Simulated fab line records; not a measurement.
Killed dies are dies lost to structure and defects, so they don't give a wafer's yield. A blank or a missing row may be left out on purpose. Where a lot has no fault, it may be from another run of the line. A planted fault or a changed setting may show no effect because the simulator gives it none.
fab line records | flow rit-cmos
[record] lots = 6 | wafers = 18 | last-day = 7
route steps=202 shown PWELL@49 WELLDRIVE@50 NWELL@51 NRETRO@53 M1@202
lots that met no fault: taken from a fault-free run of the same line
start-h: the number of hours between the record's first day and the start of the first shown wafer of the lot | wait-h: hours elapsed since this lot's preceding step | " the same as in the row above | L1.1+2: several wafers, shown together as one row | - value missing, or start not given | * or withheld: withheld | < > ~ a bound
route shown NAME@n: NAME is a module with steps in the file, n the number in the route of the first one | usual: mean/standard deviation of fault-free wafers | same: alike in all rows | chamber/n: place in a boat | sites: the reading at each site | _std_site: their standard deviation | _edge_site: the outer-site mean with the inner-site mean subtracted | radius-mm: for every site, how far away it sits from the centre of the wafer | mask NAME#n: copy n | behind: tool/chamber where the wafer was last shaped | hold: cause of the lot's hold/its duration in hours/its outcome | device: names the non-switching transistor (n, p or np) | end of line: the same wafers' tests at the end of the route | a step with no rows: only its recipe | killed: dies lost to structure and defects at the first sort, not the wafer's yield | map: per-die view of a wafer (x killed, . not killed, _ where there is no die)
set.NAME: setting as actually run; set.NAME@STEP: the setting as run at that earlier step | model.NAME: the simulator's own value behind a step, which no gauge read
a table for each step, a row for each wafer; lots at some steps of the route
services: a tool's chamber out of use, with start hour (start-h, from the record's first day; less than 0 if before it), hours out, and reason
[[steps]]
[step RIT_PWELL_TW_MEAS_10]
[usual] PWELL_TW = 958/8.7
lot.wafer | tool          | chamber | start-h | wait-h | PWELL_TW
L957.3    | film-metro-01 | -       | 30.88   | 0.1    | 966
L957.4    | "             | -       | "       | "      | 966
L957.5    | "             | -       | "       | "      | 965
L958.1    | film-metro-02 | -       | 35.76   | 0.1    | 966
L958.2    | "             | -       | "       | "      | 964
L958.3    | "             | -       | "       | "      | 966
L961.2    | film-metro-04 | -       | 50.37   | 0.1    | 939
L961.4    | "             | -       | "       | "      | 943
L961.5    | "             | -       | "       | "      | 941
L962.1    | film-metro-04 | -       | 54.00   | 0.1    | 943
L962.3    | "             | -       | "       | "      | 939
L962.6    | "             | -       | "       | "      | 937
L972.1    | film-metro-02 | -       | 104.28  | 0.1    | 959
L972.3    | "             | -       | "       | "      | 958
L972.6    | "             | -       | "       | "      | 960
L978.3    | film-metro-01 | -       | 133.93  | 0.1    | 965
L978.5    | "             | -       | "       | "      | 970
L978.6    | "             | -       | "       | "      | 964
[step RIT_WELLDRIVE_ANNEAL_00]
[recipe] temp-c = 1100 | time-s = 14700 | ambient = N2
[step RIT_WELLDRIVE_RS_MEAS_01]
[recipe] thk-meas-gauge = four-point-probe
[usual] NWELL_RS = 275.5/0.73
lot.wafer | tool          | chamber | start-h | wait-h | NWELL_RS[ohm/sq]
L957.3    | film-metro-01 | -       | 36.05   | 0.0    | 273.6
L957.4    | "             | -       | "       | "      | 274.6
L957.5    | "             | -       | "       | "      | 274.9
L958.1    | film-metro-01 | -       | 42.30   | 0.0    | 275.5
L958.2    | "             | -       | "       | "      | 274.5
L958.3    | "             | -       | "       | "      | 275.5
L961.2    | film-metro-02 | -       | 56.02   | 0.0    | 276.1
L961.4    | "             | -       | "       | "      | 275.9
L961.5    | "             | -       | "       | "      | 275.4
L962.1    | film-metro-02 | -       | 60.31   | 0.0    | 275.5
L962.3    | "             | -       | "       | "      | 275.1
L962.6    | "             | -       | "       | "      | 275.1
L972.1    | film-metro-01 | -       | 109.85  | 0.0    | 275.1
L972.3    | "             | -       | "       | "      | 274.8
L972.6    | "             | -       | "       | "      | 274.9
L978.3    | film-metro-01 | -       | 139.16  | 0.0    | 276.7
L978.5    | "             | -       | "       | "      | 277.6
L978.6    | "             | -       | "       | "      | 277.4
[step RIT_WELLDRIVE_RS_MEAS_02]
[recipe] thk-meas-gauge = four-point-probe
[usual] PWELL_RS = 429.4/1.3
lot.wafer | tool          | chamber | start-h | wait-h | PWELL_RS[ohm/sq]
L957.3    | film-metro-01 | -       | 36.17   | 0.1    | 428.7
L957.4    | "             | -       | "       | "      | 429.4
L957.5    | "             | -       | "       | "      | 429.0
L958.1    | film-metro-01 | -       | 42.42   | 0.1    | 428.7
L958.2    | "             | -       | "       | "      | 428.4
L958.3    | "             | -       | "       | "      | 427.8
L961.2    | film-metro-02 | -       | 56.14   | 0.1    | 429.0
L961.4    | "             | -       | "       | "      | 429.2
L961.5    | "             | -       | "       | "      | 429.2
L962.1    | film-metro-02 | -       | 60.43   | 0.1    | 428.3
L962.3    | "             | -       | "       | "      | 428.3
L962.6    | "             | -       | "       | "      | 428.7
L972.1    | film-metro-01 | -       | 109.97  | 0.1    | 430.5
L972.3    | "             | -       | "       | "      | 430.4
L972.6    | "             | -       | "       | "      | 429.5
L978.3    | film-metro-01 | -       | 139.28  | 0.1    | 427.3
L978.5    | "             | -       | "       | "      | 427.9
L978.6    | "             | -       | "       | "      | 427.6
[step RIT_NRETRO_HMDS_00]
[recipe] prime-time-s = 60 | prime-temp-c = 140
[step RIT_NRETRO_COAT_01]
[recipe] resist = NOVOLAK | spin-rpm = 2000 | resist-thk-nm = 1300
[step RIT_NRETRO_SOFTBAKE_02]
[recipe] resist = NOVOLAK | temp-c = 90 | time-s = 60
[step RIT_NRETRO_EXPOSE_03]
[recipe] mask-id = M4 | na = 0.57 | target-cd-nm = 43900 | dose-mj = 250
[step RIT_NRETRO_PEB_04]
[recipe] resist = NOVOLAK | temp-c = withheld | time-s = withheld
[step RIT_NRETRO_DEVELOP_05]
[recipe] resist = NOVOLAK | develop-time-s = 68 | dev-temp-c = 23
[step RIT_NRETRO_OVL_MEAS_06]
[usual] NRETRO_OVL = 0.0/1.4
lot.wafer | tool       | chamber | start-h | wait-h | NRETRO_OVL[nm]
L957.3    | overlay-01 | -       | 37.26   | -      | 0.9
L957.4    | "          | -       | "       | "      | -0.7
L957.5    | "          | -       | "       | "      | 0.7
L958.1    | overlay-01 | -       | 43.42   | -      | 0.4
L958.2    | "          | -       | "       | "      | 2.3
L958.3    | "          | -       | "       | "      | 0.4
L961.2    | overlay-01 | -       | 57.25   | -      | -0.9
L961.4    | "          | -       | "       | "      | 0.5
L961.5    | "          | -       | "       | "      | -2.0
L962.1    | overlay-01 | -       | 61.56   | -      | -1.4
L962.3    | "          | -       | "       | "      | -0.2
L962.6    | "          | -       | "       | "      | 0.5
L972.1    | overlay-02 | -       | 110.97  | -      | -2.2
L972.3    | "          | -       | "       | "      | 0.0
L972.6    | "          | -       | "       | "      | -0.8
L978.3    | overlay-01 | -       | 140.38  | -      | -0.2
L978.5    | "          | -       | "       | "      | 0.3
L978.6    | "          | -       | "       | "      | -0.7
[step RIT_NRETRO_HARDBAKE_07]
[recipe] resist = NOVOLAK | temp-c = 140 | time-s = 120
[step RIT_NRETRO_IMPLANT_08]
[recipe] species = P | energy-kev = 70 | dose-cm2 = 1e+13 | tilt-deg = 7
[usual] beam-on-s = 10.02/0.19 | faraday-current-uA = 31.7/0.58
[same] implant-ion-amu = 31
lot.wafer | tool         | chamber | start-h | wait-h | beam-on-s | faraday-current-uA
L957.3    | implanter-03 | 0       | 37.59   | 0.2    | 9.92      | 32.1
L957.4    | "            | 0       | "       | "      | 10.08     | 31.4
L957.5    | "            | 0       | "       | "      | 10.09     | 31.5
L958.1    | implanter-02 | 0       | 43.71   | 0.2    | 9.96      | 31.8
L958.2    | "            | 0       | "       | "      | 10.25     | 30.8
L958.3    | "            | 0       | "       | "      | 9.78      | 32.5
L961.2    | implanter-03 | 0       | 57.56   | 0.2    | 15.02     | 21.1
L961.4    | "            | 0       | "       | "      | 14.33     | 22.2
L961.5    | "            | 0       | "       | "      | 14.32     | 22.1
L962.1    | implanter-03 | 0       | 61.85   | 0.2    | 14.26     | 22.3
L962.3    | "            | 0       | "       | "      | 13.96     | 22.7
L962.6    | "            | 0       | "       | "      | 14.84     | 21.4
L972.1    | implanter-02 | 0       | 111.26  | 0.2    | 10.15     | 31.2
L972.3    | "            | 0       | "       | "      | 10.25     | 31.0
L972.6    | "            | 0       | "       | "      | 9.95      | 32.0
L978.3    | implanter-04 | 0       | 140.76  | 0.2    | 10.00     | 31.8
L978.5    | "            | 0       | "       | "      | 9.96      | 31.7
L978.6    | "            | 0       | "       | "      | 10.15     | 31.1
[step RIT_NRETRO_STRIP_09]
[recipe] chemistry = O2 | time-s = 180 | resist = NOVOLAK | platen-temp-c = withheld | power-w = 500 | pressure-mtorr = 4000 | o2-flow-sccm = 4000
[usual] drypump-motor-current-A = 6.15/0.18
lot.wafer | tool            | chamber | start-h | wait-h | drypump-motor-current-A | rf-hours-counter-h
L957.3    | plasma-asher-01 | 0       | 37.75   | 0.1    | 6.30                    | -
L957.4    | "               | 1       | "       | "      | 5.88                    | -
L957.5    | "               | 0       | "       | "      | 6.29                    | -
L958.1    | plasma-asher-01 | 1       | 43.86   | 0.1    | 5.91                    | 40
L958.2    | "               | 0       | "       | "      | 6.32                    | 40
L958.3    | "               | 1       | "       | "      | 5.88                    | -
L961.2    | plasma-asher-01 | 0       | 57.68   | 0.1    | 6.32                    | 41
L961.4    | "               | 0       | "       | "      | 6.34                    | -
L961.5    | "               | 1       | "       | "      | 5.90                    | -
L962.1    | plasma-asher-04 | 0       | 62.00   | 0.1    | 6.03                    | 27
L962.3    | "               | 0       | "       | "      | 6.04                    | -
L962.6    | "               | 1       | "       | "      | 6.15                    | -
L972.1    | plasma-asher-04 | 0       | 111.41  | 0.1    | 6.04                    | 34
L972.3    | "               | 1       | "       | "      | 6.15                    | -
L972.6    | "               | 1       | "       | "      | 6.13                    | -
L978.3    | plasma-asher-03 | 1       | 140.92  | 0.1    | 6.29                    | -
L978.5    | "               | 0       | "       | "      | 6.47                    | -
L978.6    | "               | 1       | "       | "      | 6.30                    | -
[step RIT_NRETRO_TW_MEAS_10]
[usual] NRETRO_TW = 1052/14
lot.wafer | tool          | chamber | start-h | wait-h | hold                     | NRETRO_TW
L957.3    | film-metro-02 | -       | 37.88   | 0.1    | -                        | 1070
L957.4    | "             | -       | "       | "      | -                        | 1069
L957.5    | "             | -       | "       | "      | -                        | 1063
L958.1    | film-metro-03 | -       | 44.03   | 0.1    | -                        | 1044
L958.2    | "             | -       | "       | "      | -                        | 1041
L958.3    | "             | -       | "       | "      | -                        | 1039
L961.2    | film-metro-03 | -       | 57.87   | 0.1    | await-dispo/0.2h/release | 1172
L961.4    | "             | -       | "       | "      | await-dispo/0.2h/release | 1176
L961.5    | "             | -       | "       | "      | await-dispo/0.2h/release | 1173
L961.2    | film-metro-03 | -       | 58.09   | 0.2    | -                        | 1177
L961.4    | "             | -       | "       | "      | -                        | 1172
L961.5    | "             | -       | "       | "      | -                        | 1169
L962.1    | film-metro-02 | -       | 62.17   | 0.1    | await-dispo/0.2h/release | 1189
L962.3    | "             | -       | "       | "      | await-dispo/0.2h/release | 1194
L962.6    | "             | -       | "       | "      | await-dispo/0.2h/release | 1189
L962.1    | film-metro-02 | -       | 62.40   | 0.2    | -                        | 1192
L962.3    | "             | -       | "       | "      | -                        | 1196
L962.6    | "             | -       | "       | "      | -                        | 1190
L972.1    | film-metro-01 | -       | 111.58  | 0.1    | -                        | 1070
L972.3    | "             | -       | "       | "      | -                        | 1058
L972.6    | "             | -       | "       | "      | -                        | 1069
L978.3    | film-metro-01 | -       | 141.05  | 0.1    | -                        | 1066
L978.5    | "             | -       | "       | "      | -                        | 1062
L978.6    | "             | -       | "       | "      | -                        | 1060
[step RIT_M1_PROBE_99]
[usual] killed-at-contacts = 0.1/0.34 | killed-at-front-end = 6.9/2.8 | killed-dies = 7.1/2.8 | killed-open = 3.4/1.9 | killed-short = 3.6/1.7
[same] gross-dies = 264 | killed_at_M0_to_M3 = 0 | killed_at_M4_up = 0 | killed-at-back-side = 0 | killed-at-other = 0
lot.wafer | tool      | chamber | start-h | wait-h | killed-at-contacts | killed-at-front-end | killed-dies | killed-open | killed-short
L957.3    | prober-02 | -       | 70.96   | 0.2    | 0                  | 5                   | 5           | 1           | 4
L957.4    | prober-02 | -       | 71.01   | 0.2    | 1                  | 3                   | 4           | 3           | 1
L957.5    | prober-02 | -       | 71.06   | 0.2    | 0                  | 2                   | 2           | 0           | 2
L958.1    | prober-01 | -       | 74.02   | 0.1    | 0                  | 6                   | 6           | 2           | 4
L958.2    | prober-01 | -       | 74.07   | 0.1    | 0                  | 7                   | 7           | 1           | 6
L958.3    | prober-01 | -       | 74.12   | 0.2    | 0                  | 5                   | 5           | 1           | 4
L961.2    | prober-02 | -       | 91.76   | 0.1    | 0                  | 7                   | 7           | 2           | 5
L961.4    | prober-02 | -       | 91.86   | 0.2    | 0                  | 5                   | 5           | 3           | 2
L961.5    | prober-02 | -       | 91.91   | 0.2    | 0                  | 5                   | 5           | 3           | 2
L962.1    | prober-01 | -       | 98.70   | 0.1    | 0                  | 9                   | 9           | 4           | 5
L962.3    | prober-01 | -       | 98.80   | 0.2    | 0                  | 6                   | 6           | 3           | 3
L962.6    | prober-01 | -       | 98.95   | 0.2    | 0                  | 10                  | 10          | 6           | 4
L972.1    | prober-01 | -       | 139.34  | 0.1    | 0                  | 6                   | 6           | 4           | 2
L972.3    | prober-01 | -       | 139.44  | 0.2    | 0                  | 8                   | 8           | 3           | 5
L972.6    | prober-01 | -       | 139.59  | 0.2    | 0                  | 7                   | 7           | 4           | 3
L978.3    | prober-02 | -       | 173.38  | 0.2    | 0                  | 10                  | 10          | 5           | 5
L978.5    | prober-02 | -       | 173.48  | 0.2    | 1                  | 9                   | 10          | 5           | 5
L978.6    | prober-02 | -       | 173.53  | 0.2    | 0                  | 9                   | 9           | 6           | 3
// killed by level:class
L957.3 GATE:geometric-particle:short=2 FOX1:geometric-particle:short=1 FOX1:geometric-particle:open=1 SPACER:geometric-particle:short=1
L957.4 GATE:geometric-particle:short=1 GATE:geometric-particle:open=1 REOX:geometric-particle:open=1 CONTACT:geometric-particle:open=1
L957.5 GATE:geometric-particle:short=1 SPACER:geometric-particle:short=1
L958.1 GATE:geometric-particle:open=2 GATE:geometric-particle:short=1 REOX:geometric-particle:short=1 SPACER:geometric-particle:short=1 SILICIDE:geometric-particle:short=1
L958.2 SILICIDE:geometric-particle:short=3 FOX1:geometric-particle:short=2 REOX:geometric-particle:short=1 SILICIDE:geometric-particle:open=1
L958.3 GATE:geometric-particle:short=2 REOX:geometric-particle:short=1 GATE:geometric-particle:open=1 SPACER:geometric-particle:short=1
L961.2 GATE:geometric-particle:short=3 GATE:geometric-particle:open=2 FOX1:geometric-particle:short=1 REOX:geometric-particle:short=1
L961.4 GATE:geometric-particle:open=3 GATE:geometric-particle:short=2
L961.5 FOX1:geometric-particle:open=2 ACTIVE:geometric-particle:short=1 FOX2:geometric-particle:open=1 GATE:geometric-particle:short=1
L962.1 FOX2:geometric-particle:open=2 FOX1:geometric-particle:short=1 FOX2:geometric-particle:short=1 GATE:geometric-particle:short=1 GATE:geometric-particle:open=1 REOX:geometric-particle:short=1 SILICIDE:geometric-particle:short=1 SILICIDE:geometric-particle:open=1
L962.3 GATE:geometric-particle:open=2 FOX1:geometric-particle:short=1 REOX:geometric-particle:short=1 SPACER:geometric-particle:open=1 SILICIDE:geometric-particle:short=1
L962.6 GATE:geometric-particle:open=4 SPACER:geometric-particle:open=2 FOX2:geometric-particle:short=1 GATE:geometric-particle:short=1 REOX:geometric-particle:short=1 SILICIDE:geometric-particle:short=1
L972.1 GATE:geometric-particle:open=4 FOX2:geometric-particle:short=1 GATE:geometric-particle:short=1
L972.3 FOX1:geometric-particle:open=1 FOX1:geometric-particle:short=1 FOX2:geometric-particle:open=1 GATE:geometric-particle:open=1 GATE:geometric-particle:short=1 REOX:geometric-particle:short=1 SPACER:geometric-particle:short=1 SILICIDE:geometric-particle:short=1
L972.6 FOX2:geometric-particle:open=2 GATE:geometric-particle:short=2 FOX1:geometric-particle:open=1 GATE:geometric-particle:open=1 SILICIDE:geometric-particle:short=1
L978.3 GATE:geometric-particle:short=3 GATE:geometric-particle:open=2 SILICIDE:geometric-particle:open=2 FOX1:geometric-particle:short=1 SPACER:geometric-particle:open=1 SILICIDE:geometric-particle:short=1
L978.5 GATE:geometric-particle:open=4 FOX2:geometric-particle:short=2 GATE:geometric-particle:short=1 SPACER:geometric-particle:short=1 SILICIDE:geometric-particle:open=1 CONTACT:geometric-particle:short=1
L978.6 GATE:geometric-particle:open=4 GATE:geometric-particle:short=2 REOX:geometric-particle:open=1 SILICIDE:geometric-particle:open=1 SILICIDE:geometric-particle:short=1
[[services]]
tool            | chamber | start-h | hours | kind
plasma-asher-03 | -       | 57.75   | 28.1  | pm
implanter-02    | -       | 63.05   | 8.7   | repair
implanter-04    | -       | 66.61   | 0.9   | repair
implanter-02    | -       | 71.75   | 4.6   | pm
implanter-02    | -       | 74.58   | 5.2   | repair
implanter-03    | -       | 75.54   | 5.0   | repair
implanter-03    | -       | 85.00   | 4.1   | repair
implanter-04    | -       | 89.28   | 13.6  | repair
implanter-04    | -       | 92.22   | 3.7   | repair
implanter-02    | -       | 94.75   | 9.8   | pm
plasma-asher-03 | -       | 105.49  | 1.6   | repair
plasma-asher-03 | -       | 108.75  | 9.0   | pm
plasma-asher-03 | 0       | 108.75  | 9.0   | vent-cycle
plasma-asher-03 | 1       | 108.75  | 9.0   | vent-cycle
plasma-asher-01 | -       | 111.83  | 4.1   | repair
plasma-asher-03 | 0       | 117.75  | -     | clean
plasma-asher-03 | 1       | 117.75  | -     | clean
implanter-03    | -       | 121.39  | 1.0   | repair
[[key]]
[first-sign] step = RIT_NRETRO_IMPLANT_08 | reading = beam-on-s | direction = up | sigmas = 24 | usual = 10.02 | struck = 14.46
[effect] step = RIT_NRETRO_IMPLANT_08 | reading = faraday-current-uA | direction = down | sigmas = 17 | usual = 31.7 | struck = 22.0
[effect] step = RIT_NRETRO_TW_MEAS_10 | reading = visit | direction = added
[effect] step = RIT_NRETRO_TW_MEAS_10 | reading = NRETRO_TW | direction = up | sigmas = 9 | usual = 1052 | struck = 1182
met-at RIT_NRETRO_IMPLANT_08
struck-wafers L961.2,L961.4,L961.5,L962.1,L962.3,L962.6
tester-left-out L961,L962
onset-between 37.59 57.56
[fault] kind = process-parameter-drift | tool = implanter-03 | chamber = - | onset-h = 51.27 | steps = RIT_NRETRO_IMPLANT_08 | channel = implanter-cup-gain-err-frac | offset = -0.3 | shape = step | end-h = 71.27
// tester-left-out: of these lots the tester's yield and bins aren't shown, on N5 and GAA mostly nor the transistor test; their killed dies are dies lost to structure and defects alone, not to doping, threshold or leakage, so they don't give the yield
